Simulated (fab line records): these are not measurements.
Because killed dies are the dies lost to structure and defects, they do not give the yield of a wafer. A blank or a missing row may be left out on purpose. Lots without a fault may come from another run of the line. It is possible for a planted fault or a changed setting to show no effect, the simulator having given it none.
Which tool did it? -- flow rit_cmos -- Sampling: 14 lots, 42 wafers, 5 of 202 route steps

## WHAT EACH GAUGE READ, for each wafer
RIT_NRETRO_OVL_MEAS_06. Usual: NRETRO_OVL gives -0.5 nm (standard deviation 1.5).
lot,measured,on,NRETRO_OVL (nm),flag
L238,day 2 05:44,overlay-01,1.0 2.1 1.6,
L240,day 2 15:52,overlay-02,-2.2 -1.9 -2.7,
L242,day 3 02:04,overlay-01,1.3 2.0 1.4,
L243,day 3 06:10,overlay-02,-0.8 -1.9 -2.3,
L245,day 3 16:57,overlay-01,-1.6 -1.6 -2.9,
L246,day 3 22:07,overlay-01,0.4 -0.1 -0.5,
L249,day 4 13:35,overlay-02,2.0 0.2 0.1,
L251,day 4 22:09,overlay-02,-2.9 -1.8 -0.9,
L252,day 5 04:07,overlay-01,-1.3 2.2 0.2,
L254,day 5 14:17,overlay-01,-0.2 -3.1 -1.9,
L255,day 5 18:09,overlay-01,0.5 0.7 0.5,
L259,day 6 14:04,overlay-02,-0.8 -2.1 -1.7,
L260,day 6 19:34,overlay-02,-0.5 -2.7 -0.4,
L261,day 7 00:01,overlay-02,-1.4 -1.1 -3.3,

RIT_NLDD_OVL_MEAS_06. Usual: NLDD_OVL gives -0.1 nm (standard deviation 1.2).
lot,measured,on,NLDD_OVL (nm),flag
L238,day 2 18:05,overlay-01,1.4 0.2 1.5,
L240,day 3 03:09,overlay-01,-0.1 -0.2 -1.6,
L242,day 3 14:49,overlay-02,0.0 1.5 -1.8,
L243,day 3 19:52,overlay-02,0.0 -1.0 -1.0,
L245,day 4 05:37,overlay-02,1.6 2.3 -0.2,
L246,day 4 09:51,overlay-01,-0.7 1.1 0.9,
L249,day 5 03:25,overlay-01,2.2 1.8 2.6,
L251,day 5 09:52,overlay-01,1.3 0.9 2.0,
L252,day 5 16:23,overlay-02,1.0 0.4 2.6,
L254,day 6 01:38,overlay-01,-1.6 -0.8 -1.0,
L255,day 6 06:07,overlay-01,0.6 0.8 0.2,
L259,day 7 01:39,overlay-02,-0.3 0.7 1.7,
L260,day 7 08:14,overlay-02,-0.7 -0.2 -0.2,
L261,day 7 12:59,overlay-02,-2.8 -2.9 -2.1,

RIT_SDANNEAL_RS_MEAS_07: measurement is done with a four-point probe. Usual: NLDD_RS gives 151.6 ohm/sq (standard deviation 0.43).
lot,measured,on,NLDD_RS (ohm/sq),flag
L238,day 3 03:19,film_metro-01,151.7 151.6 150.9,
L240,day 3 11:53,film_metro-03,151.2 151.0 150.9,
L242,day 4 00:12,film_metro-04,152.2 152.0 152.1,
L243,day 4 04:32,film_metro-04,151.5 151.9 152.0,
L245,day 4 13:56,film_metro-04,152.6 152.7 152.1,
L246,day 4 19:16,film_metro-04,152.0 151.2 151.8,
L249,day 5 12:13,film_metro-04,151.6 151.7 151.6,
L251,day 5 18:24,film_metro-04,152.3 151.5 151.9,
L252,day 6 00:46,film_metro-04,151.4 151.6 151.9,
L254,day 6 10:00,film_metro-04,151.6 151.8 151.6,
L255,day 6 14:38,film_metro-01,151.5 152.2 152.2,
L259,day 7 10:01,film_metro-01,164.7 165.1 164.1,OFF
L260,day 7 16:47,film_metro-04,164.3 165.1 164.7,OFF
L261,day 7 21:36,film_metro-01,151.3 151.1 151.6,

## EACH LOT AND THE TOOL THAT RAN IT (in order: tool; ch and the chambers of the sampled wafers; start)
lot,RIT_NLDD_IMPLANT_08,RIT_PLDD_STRIP_09
L238,"implanter-04 ch 0, day 2 18:18","plasma_asher-02 ch 0,1, day 2 19:50"
L240,"implanter-02 ch 0, day 3 03:20","plasma_asher-04 ch 0,1, day 3 04:55"
L242,"implanter-04 ch 0, day 3 15:03","plasma_asher-02 ch 0,1, day 3 16:38"
L243,"implanter-02 ch 0, day 3 20:04","plasma_asher-04 ch 0,1, day 3 21:44"
L245,"implanter-02 ch 0, day 4 05:50","plasma_asher-04 ch 0,1, day 4 07:33"
L246,"implanter-04 ch 0, day 4 10:04","plasma_asher-01 ch 1, day 4 11:36"
L249,"implanter-04 ch 0, day 5 03:48","plasma_asher-02 ch 1, day 5 05:29"
L251,"implanter-01 ch 0, day 5 10:02","plasma_asher-01 ch 0,1, day 5 11:38"
L252,"implanter-04 ch 0, day 5 16:34","plasma_asher-02 ch 0,1, day 5 18:17"
L254,"implanter-02 ch 0, day 6 01:49","plasma_asher-01 ch 0,1, day 6 03:23"
L255,"implanter-02 ch 0, day 6 06:19","plasma_asher-02 ch 0,1, day 6 07:56"
L259,"implanter-02 ch 0, day 7 01:50","plasma_asher-01 ch 0, day 7 03:25"
L260,"implanter-02 ch 0, day 7 08:25","plasma_asher-01 ch 1, day 7 10:07"
L261,"implanter-01 ch 0, day 7 13:13","plasma_asher-02 ch 0,1, day 7 14:55"
- RIT_NLDD_IMPLANT_08
- RIT_PLDD_STRIP_09: strips in O2, time 180 s.

## AS READ BY THE TOOLS THEMSELVES (means over the sampled wafers that have a number; for cases with no such wafer, the mark the record gives instead)
RIT_NLDD_IMPLANT_08. Usual: dose_ions_cm2 5e+14, standard deviation 5.6e+11; faraday_current_uA 1572, standard deviation 28.
lot,tool,dose_ions_cm2,faraday_current_uA,flag
L238,implanter-04,5e+14,1598,
L240,implanter-02,5e+14,1561,
L242,implanter-04,5e+14,1569,
L243,implanter-02,5e+14,1554,
L245,implanter-02,5e+14,1564,
L246,implanter-04,5e+14,1582,
L249,implanter-04,5e+14,1562,
L251,implanter-01,5e+14,1568,
L252,implanter-04,5e+14,1560,
L254,implanter-02,5e+14,1619,
L255,implanter-02,5e+14,1567,
L259,implanter-02,5e+14,1442,OFF
L260,implanter-02,5e+14,1418,OFF
L261,implanter-01,5e+14,1562,

RIT_PLDD_STRIP_09. Usual: drypump_motor_current_A reads 5.7 A (standard deviation 0.32).
lot,tool,drypump_motor_current_A (A),flag
L238,plasma_asher-02,5.7,
L240,plasma_asher-04,5.8,
L242,plasma_asher-02,5.7,
L243,plasma_asher-04,5.8,
L245,plasma_asher-04,5.8,
L246,plasma_asher-01,5.3,
L249,plasma_asher-02,5.9,
L251,plasma_asher-01,5.8,
L252,plasma_asher-02,5.5,
L254,plasma_asher-01,5.6,
L255,plasma_asher-02,5.7,
L259,plasma_asher-01,6.1,
L260,plasma_asher-01,5.3,
L261,plasma_asher-02,5.5,

## THE ANSWER, worked out from the rows above alone
Rule: a lot counts as off when the mean over its wafers that have a number is more than 3 standard deviations away from the usual mean. Also off: a lot with no number at a reading for which 4 or more lots have one. The other lots that the step has rows for count as sound. The gauges are gone through in route order, then the tools' own readings, and for those a lot's mean is taken as printed above. The first step at which some lot is off is used, and at that step the reading that is off furthest; a lot without a number counts as furthest.
Off: at RIT_SDANNEAL_RS_MEAS_07 (NLDD_RS), L259, L260.
A tool fits if, at a process step before that reading, it ran every lot that is off, and no sound lot after the first of them. The gauges at RIT_SDANNEAL_RS_MEAS_07 aren't tried: what is off there is off at RIT_NLDD_IMPLANT_08 too, on other tools, and a gauge's error can't cause that. Can't be told from this: 2 tools fit, implanter-02 at RIT_NLDD_IMPLANT_08, plasma_asher-01 at RIT_PLDD_STRIP_09.

## WHAT WAS PUT IN BY THE SIMULATOR
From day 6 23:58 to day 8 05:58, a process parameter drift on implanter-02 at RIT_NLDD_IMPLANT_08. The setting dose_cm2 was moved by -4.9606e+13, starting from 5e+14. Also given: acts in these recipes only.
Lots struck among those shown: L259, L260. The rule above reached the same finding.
